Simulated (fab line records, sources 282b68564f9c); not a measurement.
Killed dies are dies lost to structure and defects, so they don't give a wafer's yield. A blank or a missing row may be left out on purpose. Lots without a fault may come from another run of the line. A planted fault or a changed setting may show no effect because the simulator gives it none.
A struck lot beside a sound one | flow rit_cmos | 17 steps out of a route of 202
Sound: wafers L782.1, L782.2, L782.3. Struck: wafer L786.2. (L786.3, L786.6 of the same lot were not struck and are left out.) The cause comes at the end.
At each step with rows: each side's tool, then ch and its chambers, then its first start. Under that, the readings that differ: sound wafers | struck wafers | difference of the means | sigmas: that difference in standard deviations of wafers without a fault.
alike: readings whose means differ by less than 2 such deviations, and words and numbers that are the same on both sides. not compared: withheld readings, readings that some wafer has no value for, bounds like >300 that may hide the same value, and numbers for which the record gives no deviation and whose values overlap.
The two part at a step that has a row with sigmas, a row that says differs or no value, or rows on one side only. Numbers that don't overlap but have no deviation are shown without sigmas and don't part them. A reading that every wafer of one side lacks parts them only if that side has two wafers or more.

first, 1 step without rows for these wafers: RIT_PSD_IMPLANT_08.
RIT_PSD_STRIP_09: strips in O2, time 180 s.
  sound on plasma_asher-01 ch 0,1, day 5 07:52; struck on plasma_asher-01 ch 0, day 6 04:20
  alike: drypump_motor_current_A
  not compared: rf_hours_counter_h
RIT_PSD_TW_MEAS_10:
  sound on film_metro-02, day 5 08:02; struck on film_metro-04, day 6 04:31
  alike: PSD_TW
then, 3 steps without rows for these wafers: RIT_SDANNEAL_CLEAN_00 (cleans in SC1, time 600 s); RIT_SDANNEAL_CLEAN_01 (cleans in dHF, time 30 s); RIT_SDANNEAL_CLEAN_02 (cleans in SC2, time 600 s).
RIT_SDANNEAL_RTA_03: time 5 s.
  sound on rtp_anneal-01 ch 0, day 5 08:28; struck on rtp_anneal-01 ch 0, day 6 04:58
  alike: ramp_up_c_per_s, wafer_temp_C_max
RIT_SDANNEAL_RS_MEAS_04: measures by four-point-probe.
  sound on film_metro-04, day 5 08:31; struck on film_metro-04, day 6 05:02
  alike: PSD_RS
RIT_SDANNEAL_RS_MEAS_05: measures by four-point-probe.
  sound on film_metro-04, day 5 08:38; struck on film_metro-04, day 6 05:09
  alike: NSD_RS
RIT_SDANNEAL_RS_MEAS_06: measures by four-point-probe.
  sound on film_metro-04, day 5 08:46; struck on film_metro-04, day 6 05:16
  alike: PLDD_RS
RIT_SDANNEAL_RS_MEAS_07: measures by four-point-probe.
  sound on film_metro-04, day 5 08:53; struck on film_metro-04, day 6 05:23
  alike: NLDD_RS
then, 1 step without rows for these wafers: RIT_SILICIDE_WET_ETCH_00 (etches SiO2 in BOE, target depth 14 nm, time 15 s).
RIT_SILICIDE_SPUTTER_01: material Ti, target thk 30 nm, time 240 s.
  sound on pvd_sputter-02, day 5 09:01; struck on pvd_sputter-02, day 6 05:31
  reading                                     | sound             | struck | difference | sigmas
  model.Ti_of_SILICIDE_SPUTTER_01.thk_nm (nm) | 29.72 30.31 30.09 | 28.82  | -1.22      |
  alike: substrate_temp_c, throttle_valve_pct
RIT_SILICIDE_RS_MEAS_02: measures by four-point-probe.
  sound on film_metro-02, day 5 09:11; struck on film_metro-01, day 6 05:41
  reading                 | sound          | struck | difference | sigmas
  SILICIDE_TI_RS (ohm/sq) | 48.5 47.2 47.7 | 50.4   | +2.6       | +3
RIT_SILICIDE_THK_MEAS_03: measures by xrf.
  sound on film_metro-02, day 5 09:18; struck on film_metro-01, day 6 05:47
  reading              | sound          | struck | difference | sigmas
  SILICIDE_TI_THK (nm) | 29.4 29.8 29.8 | 28.1   | -1.6       | -3
RIT_SILICIDE_RTA_04: time 10 s, ramp up 5 s, ramp down 5 s.
  sound on rtp_anneal-02 ch 0, day 5 09:22; struck on rtp_anneal-02 ch 0, day 6 05:51
  alike: wafer_temp_C_max
RIT_M1_PROBE_99:
  sound on prober-02, day 5 15:55; struck on prober-02, day 6 12:20
  reading                              | sound             | struck | difference | sigmas
  model.etest.contact_pplus.end_ohm_um | 43.62 45.3 44.23  | 43.07  | -1.31      |
  model.etest.npoly_line.rs_ohm_sq     | 17.06 16.91 17.07 | 17.51  | +0.50      |
  model.etest.ppoly_line.rs_ohm_sq     | 16.36 16.24 16.5  | 17     | +1         |
  model.etest.npoly_sal.rs_ohm_sq      | 4.386 4.321 4.33  | 4.503  | +0.157     |
  model.etest.ppoly_sal.rs_ohm_sq      | 4.347 4.305 4.292 | 4.492  | +0.177     |
  model.etest.pplus_sal.rs_ohm_sq      | 4.365 4.302 4.315 | 4.448  | +0.121     |
  model.etest.nplus_sal.rs_ohm_sq      | 4.317 4.258 4.301 | 4.494  | +0.202     |
  alike: killed_at_M0_to_M3, killed_at_contacts, killed_at_front_end, killed_dies, killed_on_rim, killed_open, killed_short
  not compared: model.etest.contact_nplus.end_ohm_um

WHERE THEY PART
First at RIT_SILICIDE_RS_MEAS_02; last, within this record, at RIT_SILICIDE_THK_MEAS_03. Later steps at which nothing parts them and some readings are alike: RIT_SILICIDE_RTA_04, RIT_M1_PROBE_99.

WHY: what the simulator had put in
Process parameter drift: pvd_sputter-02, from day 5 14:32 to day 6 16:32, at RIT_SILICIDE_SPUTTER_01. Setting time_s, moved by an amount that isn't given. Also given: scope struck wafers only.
